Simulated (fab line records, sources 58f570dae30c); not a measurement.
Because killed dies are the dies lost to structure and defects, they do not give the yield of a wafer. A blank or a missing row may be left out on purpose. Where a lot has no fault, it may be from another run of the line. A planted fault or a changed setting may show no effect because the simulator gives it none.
Which tool is to blame? | flow berkeley-cmos170 | 15 lots with 45 wafers sampled at 6 steps, on a route of 331 steps

## WHAT EACH GAUGE READ, for each wafer
UCB170_SPACER_THK_MEAS_01. Usual: SPACER_TEOS_THK typically reads 377 nm, with standard deviation 4.5.
lot  | measured     | on            | SPACER_TEOS_THK (nm) | flag
L418 | day 7 06:41  | film-metro-03 | 376 381 386          |
L420 | day 7 22:36  | film-metro-04 | 374 376 378          |
L421 | day 7 22:54  | film-metro-04 | 371 376 379          |
L424 | day 8 11:22  | film-metro-01 | 377 381 386          |
L422 | day 8 11:40  | film-metro-03 | 365 371 375          |
L425 | day 9 10:14  | film-metro-03 | 373 372 372          |
L429 | day 9 16:19  | film-metro-04 | 377 380 380          |
L428 | day 9 17:03  | film-metro-04 | 380 388 382          |
L435 | day 11 02:08 | film-metro-04 | 373 382 378          |
L436 | day 11 02:33 | film-metro-04 | 378 374 379          |
L438 | day 11 17:31 | film-metro-04 | 371 373 377          |
L437 | day 11 17:48 | film-metro-01 | 380 379 384          |
L439 | day 12 02:10 | film-metro-04 | 375 386 378          |
L440 | day 12 02:17 | film-metro-04 | 381 373 385          |
L441 | day 12 12:43 | film-metro-04 | 379 376 385          |

UCB170_SILICIDE_RS_MEAS_02: uses a four-point probe to measure. Usual: SILICIDE_TI_RS typically reads 26.1 ohm/sq, with standard deviation 0.36.
lot  | measured     | on            | SILICIDE_TI_RS (ohm/sq) | flag
L418 | day 7 22:05  | film-metro-02 | 26.3 26.7 26.5          |
L420 | day 8 11:10  | film-metro-04 | 26.3 26.1 26.3          |
L421 | day 8 11:40  | film-metro-01 | 25.9 26.1 25.9          |
L424 | day 8 21:28  | film-metro-04 | 26.0 25.9 26.2          |
L422 | day 8 21:04  | film-metro-04 | 26.2 25.4 25.8          |
L425 | day 9 20:45  | film-metro-02 | - - -                   | OFF
L429 | day 10 04:57 | film-metro-04 | - - -                   | OFF
L428 | day 10 05:10 | film-metro-01 | - - -                   | OFF
L435 | day 11 15:39 | film-metro-04 | 26.5 26.1 26.3          |
L436 | day 11 16:40 | film-metro-02 | 25.5 25.3 25.5          |
L438 | day 12 05:46 | film-metro-04 | 26.4 26.4 26.3          |
L437 | day 12 05:55 | film-metro-02 | 25.6 25.6 25.7          |
L439 | day 12 16:22 | film-metro-01 | 25.8 25.4 25.6          |
L440 | day 12 16:05 | film-metro-04 | 25.8 26.0 26.2          |
L441 | day 13 00:45 | film-metro-04 | 26.1 25.8 26.0          |

UCB170_SILICIDE_THK_MEAS_03: measures by xrf. Usual: SILICIDE_TI_THK typically reads 30.0 nm, with standard deviation 0.34.
lot  | measured     | on            | SILICIDE_TI_THK (nm) | flag
L418 | day 7 22:11  | film-metro-02 | 29.7 29.2 29.4       |
L420 | day 8 11:17  | film-metro-04 | 29.9 30.0 29.8       |
L421 | day 8 11:46  | film-metro-01 | 30.2 29.8 30.0       |
L424 | day 8 21:35  | film-metro-04 | 30.1 30.2 29.9       |
L422 | day 8 21:11  | film-metro-04 | 29.9 30.8 30.4       |
L425 | day 9 20:52  | film-metro-02 | <0.0 <0.0 <0.0       | OFF
L429 | day 10 05:04 | film-metro-04 | <0.0 <0.0 <0.0       | OFF
L428 | day 10 05:15 | film-metro-01 | <0.0 <0.0 <0.0       | OFF
L435 | day 11 15:45 | film-metro-04 | 29.8 29.9 29.8       |
L436 | day 11 16:47 | film-metro-02 | 30.3 30.7 30.4       |
L438 | day 12 05:52 | film-metro-04 | 30.0 29.8 29.9       |
L437 | day 12 06:02 | film-metro-02 | 30.1 30.2 30.0       |
L439 | day 12 16:28 | film-metro-01 | 30.2 30.5 30.3       |
L440 | day 12 16:12 | film-metro-04 | 30.4 30.3 30.1       |
L441 | day 13 00:50 | film-metro-04 | 30.2 30.6 30.3       |

UCB170_CONTACT_THK_MEAS_02. Usual: CONTACT_PSG_THK typically reads 699 nm, with standard deviation 6.9.
lot  | measured     | on            | CONTACT_PSG_THK (nm) | flag
L418 | day 8 01:10  | film-metro-02 | 699 696 699          |
L420 | day 8 13:35  | film-metro-02 | 710 712 702          |
L421 | day 8 15:07  | film-metro-03 | 712 711 704          |
L424 | day 9 00:30  | film-metro-03 | 693 694 693          |
L422 | day 9 00:26  | film-metro-02 | 699 688 692          |
L435 | day 11 18:14 | film-metro-04 | 695 686 693          |
L436 | day 11 20:00 | film-metro-02 | 690 690 688          |
L438 | day 12 09:20 | film-metro-03 | 709 712 707          |
L437 | day 12 09:19 | film-metro-02 | 701 704 703          |
L439 | day 12 19:41 | film-metro-02 | 698 691 699          |
L440 | day 12 19:40 | film-metro-03 | 692 694 697          |
L441 | day 13 02:57 | film-metro-02 | 702 703 703          |

## WHAT TOOL EACH LOT RAN ON (gives the tool, then ch and the chambers of the sampled wafers, and finally the start)
lot  | UCB170_PSD_STRIP_09                  | UCB170_SILICIDE_SPUTTER_01
L418 | plasma-asher-04 ch 0,1, day 7 15:25  | pvd-sputter-01, day 7 22:01
L420 | plasma-asher-03 ch 1, day 8 06:17    | pvd-sputter-01, day 8 11:08
L421 | plasma-asher-01 ch 0,1, day 8 06:34  | pvd-sputter-02, day 8 11:35
L424 | plasma-asher-03 ch 0,1, day 8 17:44  | pvd-sputter-02, day 8 21:26
L422 | plasma-asher-01 ch 0,1, day 8 17:33  | pvd-sputter-03, day 8 21:02
L425 | plasma-asher-01 ch 0,1, day 9 17:23  | pvd-sputter-01, day 9 20:42
L429 | plasma-asher-03 ch 1, day 10 00:53   | pvd-sputter-01, day 10 04:54
L428 | plasma-asher-01 ch 0,1, day 10 01:12 | pvd-sputter-02, day 10 05:05
L435 | plasma-asher-01 ch 0,1, day 11 10:03 | pvd-sputter-02, day 11 15:35
L436 | plasma-asher-01 ch 0,1, day 11 10:23 | pvd-sputter-01, day 11 16:38
L438 | plasma-asher-04 ch 0,1, day 12 01:53 | pvd-sputter-03, day 12 05:43
L437 | plasma-asher-03 ch 1, day 12 02:09   | pvd-sputter-01, day 12 05:53
L439 | plasma-asher-04 ch 0,1, day 12 09:46 | pvd-sputter-02, day 12 16:17
L440 | plasma-asher-03 ch 0,1, day 12 09:42 | pvd-sputter-01, day 12 16:03
L441 | plasma-asher-01 ch 0,1, day 12 20:02 | pvd-sputter-01, day 13 00:40
- UCB170_PSD_STRIP_09: strips in O2.
- UCB170_SILICIDE_SPUTTER_01: material Ti, target thk 30 nm, time 25 s.

## WHAT THE TOOLS THEMSELVES READ (means of the sampled wafers that have a number; where no wafer has one, the mark that the record gives instead)
UCB170_PSD_STRIP_09. Usual: drypump-motor-current-A 5.76 A, standard deviation 0.18; oes-product-au 0.601 a.u., standard deviation 0.0045; strip-time-to-endpoint-s 29.42 s, standard deviation 0.065.
lot  | tool            | drypump-motor-current-A (A) | oes-product-au (a.u.) | strip-time-to-endpoint-s (s) | flag
L418 | plasma-asher-04 | 5.63                        | 0.602                 | 29.45                        |
L420 | plasma-asher-03 | 5.82                        | 0.599                 | 29.38                        |
L421 | plasma-asher-01 | 5.89                        | 0.599                 | 29.52                        |
L424 | plasma-asher-03 | 5.74                        | 0.599                 | 29.39                        |
L422 | plasma-asher-01 | 5.88                        | 0.604                 | 29.42                        |
L425 | plasma-asher-01 | 5.91                        | 0.602                 | 29.41                        |
L429 | plasma-asher-03 | 5.81                        | 0.602                 | 29.40                        |
L428 | plasma-asher-01 | 5.89                        | 0.601                 | 29.49                        |
L435 | plasma-asher-01 | 5.92                        | 0.600                 | 29.39                        |
L436 | plasma-asher-01 | 5.90                        | 0.604                 | 29.44                        |
L438 | plasma-asher-04 | 5.63                        | 0.600                 | 29.40                        |
L437 | plasma-asher-03 | 5.81                        | 0.606                 | 29.45                        |
L439 | plasma-asher-04 | 5.43                        | 0.600                 | 29.43                        |
L440 | plasma-asher-03 | 5.77                        | 0.602                 | 29.32                        |
L441 | plasma-asher-01 | 5.88                        | 0.600                 | 29.37                        |

UCB170_SILICIDE_SPUTTER_01. Usual: cathode-dc-power-W 1500.0 W, standard deviation 0.25; chamber-pressure-pa 0.5000 Pa, standard deviation 0.00098; throttle-valve-pct 29.8 %, standard deviation 1.3.
lot  | tool           | cathode-dc-power-W (W) | chamber-pressure-pa (Pa) | throttle-valve-pct (%) | flag
L418 | pvd-sputter-01 | 1499.9                 | 0.4994                   | 29.4                   |
L420 | pvd-sputter-01 | 1500.0                 | 0.5001                   | 30.0                   |
L421 | pvd-sputter-02 | 1500.0                 | 0.4993                   | 31.2                   |
L424 | pvd-sputter-02 | 1500.1                 | 0.4991                   | 30.5                   |
L422 | pvd-sputter-03 | 1500.1                 | 0.4990                   | 28.1                   |
L425 | pvd-sputter-01 | -                      | -                        | -                      | OFF
L429 | pvd-sputter-01 | -                      | -                        | -                      | OFF
L428 | pvd-sputter-02 | -                      | -                        | -                      | OFF
L435 | pvd-sputter-02 | 1500.3                 | 0.4994                   | 30.3                   |
L436 | pvd-sputter-01 | 1499.7                 | 0.4996                   | 29.0                   |
L438 | pvd-sputter-03 | 1499.8                 | 0.4993                   | 30.4                   |
L437 | pvd-sputter-01 | 1500.0                 | 0.5004                   | 30.0                   |
L439 | pvd-sputter-02 | 1499.7                 | 0.5010                   | 31.0                   |
L440 | pvd-sputter-01 | 1500.1                 | 0.4999                   | 29.9                   |
L441 | pvd-sputter-01 | 1499.9                 | 0.4993                   | 30.0                   |

## THE ANSWER, worked out from the rows above alone
Rule: lot off if the mean of its wafers having a number is beyond 3 standard deviations from the usual mean. Also off: a lot with no number at a reading for which 4 or more lots have one. Any other lot the step has rows for is counted as sound. First the gauges in route order, then the tools' own readings, where a lot's mean is used as printed above. At the first step where some lot is off, the reading lying furthest off is the one used; lots without a number count as furthest.
Off: L425, L429, L428, seen at UCB170_SILICIDE_RS_MEAS_02 (SILICIDE_TI_RS). Without a number there: L425, L429, L428.
A tool fits if, at a process step before that reading, it ran every lot that is off, and no sound lot after the first of them. The gauges at UCB170_SILICIDE_RS_MEAS_02 aren't tried: what is off there is off at UCB170_SILICIDE_SPUTTER_01 too, on other tools, and a gauge's error can't cause that. None of those tried fits.

## WHAT HAD BEEN PUT IN BY THE SIMULATOR
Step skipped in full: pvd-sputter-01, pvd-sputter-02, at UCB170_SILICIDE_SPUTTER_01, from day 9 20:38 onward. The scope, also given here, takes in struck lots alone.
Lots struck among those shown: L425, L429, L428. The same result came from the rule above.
